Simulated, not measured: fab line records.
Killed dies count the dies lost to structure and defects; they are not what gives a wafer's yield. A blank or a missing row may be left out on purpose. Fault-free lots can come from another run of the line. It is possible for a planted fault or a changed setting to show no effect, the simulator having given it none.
fab line records / flow rit_cmos
record lots=6 wafers=18 last_day=7
route steps=202 shown GATE@77 FOX2@80
lots with no fault: from the same line, run without faults
start_h: the number of hours between the record's first day and the start of the first shown wafer of the lot / wait_h: hours from the lot's prior step to this one / " repeats the value in the row above / L1.1+2: a single row standing in for several wafers / - no value, or no start given / * or withheld: withheld / < > ~ a bound
route shown NAME@n: names a module that has steps shown in the file, with the first one's number in the route / usual: average and standard deviation across the fault-free wafers / same: alike in all rows / chamber/n: place in a boat / sites: per-site readings / _std_site: how widely they spread, as a standard deviation / _edge_site: inner sites' mean taken away from outer sites' mean / radius_mm: for every site, how far away it sits from the centre of the wafer / mask NAME#n: copy n / behind: the most recent tool/chamber to have shaped the wafer / hold: why the lot went on hold/how many hours it stayed there/how the hold came to an end / device: transistor that didn't switch, given as n, p or np / end of line: at the end of the route, the tests of the same wafers / a step without rows: its recipe alone / killed: dies lost to structure and defects at the first sort, not the wafer's yield / map: shows each die of a wafer: x if killed, . if not, _ if none is there
set.NAME: the setting as run; set.NAME@STEP: as run at that earlier step / model.NAME: the simulator's own value behind a step, which no gauge read
a table for each step, a row for each wafer; lots at some steps of the route
services: a tool's chamber out of use, with start hour (start_h, from the record's first day; less than 0 if before it), hours out, and reason
## steps
# step RIT_GATE_CLEAN_02
# recipe chemistry=dHF dilution=50:1 time_s=30
# step RIT_GATE_CLEAN_03
# recipe chemistry=SC2 mix=3:3:50 time_s=600 temp_c=75 dry=n2_spin
# step RIT_GATE_CLEAN_04
# recipe chemistry=dHF dilution=50:1 time_s=60 dry=n2_spin
# step RIT_FOX2_THK_MEAS_91
# recipe reads=SiO2_of_FOX2_OXIDATION_00
# usual FIELD_OXIDE_LEFT_2_THK=256/8.4
lot.wafer=L137.2 tool=film_metro-02 chamber=- start_h=54.19 wait_h=0.0 FIELD_OXIDE_LEFT_2_THK[nm]=247
lot.wafer=L137.4 tool=film_metro-02 chamber=- start_h=54.19 wait_h=0.0 FIELD_OXIDE_LEFT_2_THK[nm]=253
lot.wafer=L137.5 tool=film_metro-02 chamber=- start_h=54.19 wait_h=0.0 FIELD_OXIDE_LEFT_2_THK[nm]=250
lot.wafer=L142.1 tool=film_metro-03 chamber=- start_h=71.56 wait_h=0.0 FIELD_OXIDE_LEFT_2_THK[nm]=264
lot.wafer=L142.4 tool=film_metro-03 chamber=- start_h=71.56 wait_h=0.0 FIELD_OXIDE_LEFT_2_THK[nm]=266
lot.wafer=L142.6 tool=film_metro-03 chamber=- start_h=71.56 wait_h=0.0 FIELD_OXIDE_LEFT_2_THK[nm]=270
lot.wafer=L144.2 tool=film_metro-02 chamber=- start_h=78.26 wait_h=0.0 FIELD_OXIDE_LEFT_2_THK[nm]=261
lot.wafer=L144.3 tool=film_metro-02 chamber=- start_h=78.26 wait_h=0.0 FIELD_OXIDE_LEFT_2_THK[nm]=253
lot.wafer=L144.4 tool=film_metro-02 chamber=- start_h=78.26 wait_h=0.0 FIELD_OXIDE_LEFT_2_THK[nm]=253
lot.wafer=L153.2 tool=film_metro-03 chamber=- start_h=119.36 wait_h=0.0 FIELD_OXIDE_LEFT_2_THK[nm]=264
lot.wafer=L153.5 tool=film_metro-03 chamber=- start_h=119.36 wait_h=0.0 FIELD_OXIDE_LEFT_2_THK[nm]=258
lot.wafer=L153.6 tool=film_metro-03 chamber=- start_h=119.36 wait_h=0.0 FIELD_OXIDE_LEFT_2_THK[nm]=260
lot.wafer=L156.1 tool=film_metro-01 chamber=- start_h=133.88 wait_h=0.0 FIELD_OXIDE_LEFT_2_THK[nm]=260
lot.wafer=L156.2 tool=film_metro-01 chamber=- start_h=133.88 wait_h=0.0 FIELD_OXIDE_LEFT_2_THK[nm]=252
lot.wafer=L156.5 tool=film_metro-01 chamber=- start_h=133.88 wait_h=0.0 FIELD_OXIDE_LEFT_2_THK[nm]=256
lot.wafer=L159.1 tool=film_metro-02 chamber=- start_h=151.50 wait_h=0.0 FIELD_OXIDE_LEFT_2_THK[nm]=256
lot.wafer=L159.3 tool=film_metro-02 chamber=- start_h=151.50 wait_h=0.0 FIELD_OXIDE_LEFT_2_THK[nm]=250
lot.wafer=L159.6 tool=film_metro-02 chamber=- start_h=151.50 wait_h=0.0 FIELD_OXIDE_LEFT_2_THK[nm]=249
# step RIT_GATE_OXIDATION_05
# recipe temp_c=900 ambient=O2 target_thk_a=30 ox_time_s=270
# step RIT_GATE_ANNEAL_06
# recipe temp_c=900 time_s=600 ambient=N2O
# step RIT_GATE_THK_MEAS_07
# recipe reads=SiO2_of_GATE_OXIDATION_05
# usual GATE_OXIDE_THK=3.04/0.063
lot.wafer=L137.2 tool=film_metro-03 chamber=- start_h=58.35 wait_h=0.0 GATE_OXIDE_THK[nm]=2.95
lot.wafer=L137.4 tool=film_metro-03 chamber=- start_h=58.35 wait_h=0.0 GATE_OXIDE_THK[nm]=3.01
lot.wafer=L137.5 tool=film_metro-03 chamber=- start_h=58.35 wait_h=0.0 GATE_OXIDE_THK[nm]=3.00
lot.wafer=L142.1 tool=film_metro-02 chamber=- start_h=77.39 wait_h=0.0 GATE_OXIDE_THK[nm]=3.11
lot.wafer=L142.4 tool=film_metro-02 chamber=- start_h=77.39 wait_h=0.0 GATE_OXIDE_THK[nm]=3.00
lot.wafer=L142.6 tool=film_metro-02 chamber=- start_h=77.39 wait_h=0.0 GATE_OXIDE_THK[nm]=3.03
lot.wafer=L144.2 tool=film_metro-03 chamber=- start_h=81.00 wait_h=0.0 GATE_OXIDE_THK[nm]=3.12
lot.wafer=L144.3 tool=film_metro-03 chamber=- start_h=81.00 wait_h=0.0 GATE_OXIDE_THK[nm]=3.08
lot.wafer=L144.4 tool=film_metro-03 chamber=- start_h=81.00 wait_h=0.0 GATE_OXIDE_THK[nm]=3.05
lot.wafer=L153.2 tool=film_metro-02 chamber=- start_h=127.68 wait_h=0.0 GATE_OXIDE_THK[nm]=2.99
lot.wafer=L153.5 tool=film_metro-02 chamber=- start_h=127.68 wait_h=0.0 GATE_OXIDE_THK[nm]=3.00
lot.wafer=L153.6 tool=film_metro-02 chamber=- start_h=127.68 wait_h=0.0 GATE_OXIDE_THK[nm]=2.99
lot.wafer=L156.1 tool=film_metro-01 chamber=- start_h=135.32 wait_h=0.0 GATE_OXIDE_THK[nm]=3.03
lot.wafer=L156.2 tool=film_metro-01 chamber=- start_h=135.32 wait_h=0.0 GATE_OXIDE_THK[nm]=3.02
lot.wafer=L156.5 tool=film_metro-01 chamber=- start_h=135.32 wait_h=0.0 GATE_OXIDE_THK[nm]=3.06
lot.wafer=L159.1 tool=film_metro-03 chamber=- start_h=153.38 wait_h=0.0 GATE_OXIDE_THK[nm]=3.11
lot.wafer=L159.3 tool=film_metro-03 chamber=- start_h=153.38 wait_h=0.0 GATE_OXIDE_THK[nm]=3.07
lot.wafer=L159.6 tool=film_metro-03 chamber=- start_h=153.38 wait_h=0.0 GATE_OXIDE_THK[nm]=2.97
# step RIT_GATE_CVD_08
# recipe material=poly-Si target_thk_nm=250 temp_c=610 precursor=SiH4 time_s=2220 pressure_mtorr=300 sih4_flow_sccm=100
# step RIT_GATE_THK_MEAS_09
# recipe reads=poly-Si_of_GATE_CVD_08
# usual GATE_POLY_THK=250.4/2.5
lot.wafer=L137.2 tool=film_metro-01 chamber=- start_h=61.19 wait_h=0.0 GATE_POLY_THK[nm]=250.1
lot.wafer=L137.4 tool=film_metro-01 chamber=- start_h=61.19 wait_h=0.0 GATE_POLY_THK[nm]=252.6
lot.wafer=L137.5 tool=film_metro-01 chamber=- start_h=61.19 wait_h=0.0 GATE_POLY_THK[nm]=252.3
lot.wafer=L142.1 tool=film_metro-03 chamber=- start_h=79.07 wait_h=0.0 GATE_POLY_THK[nm]=252.5
lot.wafer=L142.4 tool=film_metro-03 chamber=- start_h=79.07 wait_h=0.0 GATE_POLY_THK[nm]=250.6
lot.wafer=L142.6 tool=film_metro-03 chamber=- start_h=79.07 wait_h=0.0 GATE_POLY_THK[nm]=251.0
lot.wafer=L144.2 tool=film_metro-02 chamber=- start_h=82.68 wait_h=0.0 GATE_POLY_THK[nm]=251.9
lot.wafer=L144.3 tool=film_metro-02 chamber=- start_h=82.68 wait_h=0.0 GATE_POLY_THK[nm]=252.5
lot.wafer=L144.4 tool=film_metro-02 chamber=- start_h=82.68 wait_h=0.0 GATE_POLY_THK[nm]=253.0
lot.wafer=L153.2 tool=film_metro-01 chamber=- start_h=129.36 wait_h=0.0 GATE_POLY_THK[nm]=250.1
lot.wafer=L153.5 tool=film_metro-01 chamber=- start_h=129.36 wait_h=0.0 GATE_POLY_THK[nm]=250.0
lot.wafer=L153.6 tool=film_metro-01 chamber=- start_h=129.36 wait_h=0.0 GATE_POLY_THK[nm]=247.2
lot.wafer=L156.1 tool=film_metro-03 chamber=- start_h=137.00 wait_h=0.0 GATE_POLY_THK[nm]=249.8
lot.wafer=L156.2 tool=film_metro-03 chamber=- start_h=137.00 wait_h=0.0 GATE_POLY_THK[nm]=248.4
lot.wafer=L156.5 tool=film_metro-03 chamber=- start_h=137.00 wait_h=0.0 GATE_POLY_THK[nm]=246.7
lot.wafer=L159.1 tool=film_metro-02 chamber=- start_h=155.05 wait_h=0.0 GATE_POLY_THK[nm]=251.1
lot.wafer=L159.3 tool=film_metro-02 chamber=- start_h=155.05 wait_h=0.0 GATE_POLY_THK[nm]=252.1
lot.wafer=L159.6 tool=film_metro-02 chamber=- start_h=155.05 wait_h=0.0 GATE_POLY_THK[nm]=254.2
# step RIT_GATE_HMDS_10
# recipe prime_time_s=60 prime_temp_c=140
# step RIT_GATE_COAT_11
# recipe resist=NOVOLAK spin_rpm=4250 resist_thk_nm=850
# step RIT_GATE_SOFTBAKE_12
# recipe resist=NOVOLAK temp_c=90 time_s=60
# step RIT_GATE_EXPOSE_13
# recipe mask_id=M6 na=0.6 source_shape=conventional sigma_outer=0.6 target_cd_nm=150 dose_mj=380
# usual exposure_dose_mJ_cm2=379.9/0.36 focus_offset_nm=0.0/0.62
lot.wafer=L137.2 tool=iline_stepper-01 chamber=0 start_h=61.84 wait_h=0.2 mask=M6#0 exposure_dose_mJ_cm2=380.0 focus_offset_nm=-0.4
lot.wafer=L137.4 tool=iline_stepper-01 chamber=0 start_h=61.84 wait_h=0.2 mask=M6#0 exposure_dose_mJ_cm2=379.6 focus_offset_nm=-0.4
lot.wafer=L137.5 tool=iline_stepper-01 chamber=0 start_h=61.84 wait_h=0.2 mask=M6#0 exposure_dose_mJ_cm2=379.9 focus_offset_nm=-0.2
lot.wafer=L142.1 tool=iline_stepper-01 chamber=- start_h=79.96 wait_h=0.2 mask=M6#0 exposure_dose_mJ_cm2=- focus_offset_nm=-
lot.wafer=L142.4 tool=iline_stepper-01 chamber=- start_h=79.96 wait_h=0.2 mask=M6#0 exposure_dose_mJ_cm2=- focus_offset_nm=-
lot.wafer=L142.6 tool=iline_stepper-01 chamber=- start_h=79.96 wait_h=0.2 mask=M6#0 exposure_dose_mJ_cm2=- focus_offset_nm=-
lot.wafer=L144.2 tool=iline_stepper-02 chamber=- start_h=83.32 wait_h=0.2 mask=M6#0 exposure_dose_mJ_cm2=- focus_offset_nm=-
lot.wafer=L144.3 tool=iline_stepper-02 chamber=- start_h=83.32 wait_h=0.2 mask=M6#0 exposure_dose_mJ_cm2=- focus_offset_nm=-
lot.wafer=L144.4 tool=iline_stepper-02 chamber=- start_h=83.32 wait_h=0.2 mask=M6#0 exposure_dose_mJ_cm2=- focus_offset_nm=-
lot.wafer=L153.2 tool=iline_stepper-02 chamber=0 start_h=129.88 wait_h=0.1 mask=M6#0 exposure_dose_mJ_cm2=379.8 focus_offset_nm=0.2
lot.wafer=L153.5 tool=iline_stepper-02 chamber=0 start_h=129.88 wait_h=0.1 mask=M6#0 exposure_dose_mJ_cm2=379.7 focus_offset_nm=-0.1
lot.wafer=L153.6 tool=iline_stepper-02 chamber=0 start_h=129.88 wait_h=0.1 mask=M6#0 exposure_dose_mJ_cm2=380.0 focus_offset_nm=0.6
lot.wafer=L156.1 tool=iline_stepper-02 chamber=0 start_h=137.63 wait_h=0.2 mask=M6#0 exposure_dose_mJ_cm2=380.3 focus_offset_nm=0.1
lot.wafer=L156.2 tool=iline_stepper-02 chamber=0 start_h=137.63 wait_h=0.2 mask=M6#0 exposure_dose_mJ_cm2=379.3 focus_offset_nm=-0.2
lot.wafer=L156.5 tool=iline_stepper-02 chamber=0 start_h=137.63 wait_h=0.2 mask=M6#0 exposure_dose_mJ_cm2=380.4 focus_offset_nm=-0.7
lot.wafer=L159.1 tool=iline_stepper-02 chamber=0 start_h=155.69 wait_h=0.2 mask=M6#0 exposure_dose_mJ_cm2=380.3 focus_offset_nm=0.1
lot.wafer=L159.3 tool=iline_stepper-02 chamber=0 start_h=155.69 wait_h=0.2 mask=M6#0 exposure_dose_mJ_cm2=379.8 focus_offset_nm=-0.1
lot.wafer=L159.6 tool=iline_stepper-02 chamber=0 start_h=155.69 wait_h=0.2 mask=M6#0 exposure_dose_mJ_cm2=379.8 focus_offset_nm=0.5
# step RIT_GATE_PEB_14
# recipe resist=NOVOLAK temp_c=withheld time_s=withheld
## services
tool=iline_stepper-01 chamber=0 start_h=48.95 hours=- kind=calibration
tool=iline_stepper-02 chamber=0 start_h=111.26 hours=- kind=calibration
tool=iline_stepper-01 chamber=- start_h=115.01 hours=3.7 kind=repair
## key
first_sign step=RIT_GATE_EXPOSE_13 reading=tool_record direction=missing
effect none on later readings
met_at RIT_GATE_EXPOSE_13
struck_wafers L142.1,L142.4,L142.6,L144.2,L144.3,L144.4
later_rows_left_out L142.1,L142.4,L142.6,L144.2,L144.3,L144.4
sort_left_out L142.1,L142.4,L142.6,L144.2,L144.3,L144.4
tester_left_out L142,L144
onset_between 61.84 79.96
fault kind=skipped_step_whole tool=iline_stepper-01,iline_stepper-02 chamber=- onset_h=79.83 steps=RIT_GATE_EXPOSE_13 scope=struck_lots_only
# tester_left_out: of these lots the tester's yield and bins aren't shown, on N5 and GAA mostly nor the transistor test; their killed dies are dies lost to structure and defects alone, not to doping, threshold or leakage, so they don't give the yield
# sort_left_out: the simulated sort isn't trusted on such a fault, so these wafers' sort isn't shown, and their yield isn't known
# later_rows_left_out: the simulator's readings of these wafers behind a module that went badly wrong aren't trusted and aren't shown, but for the sort
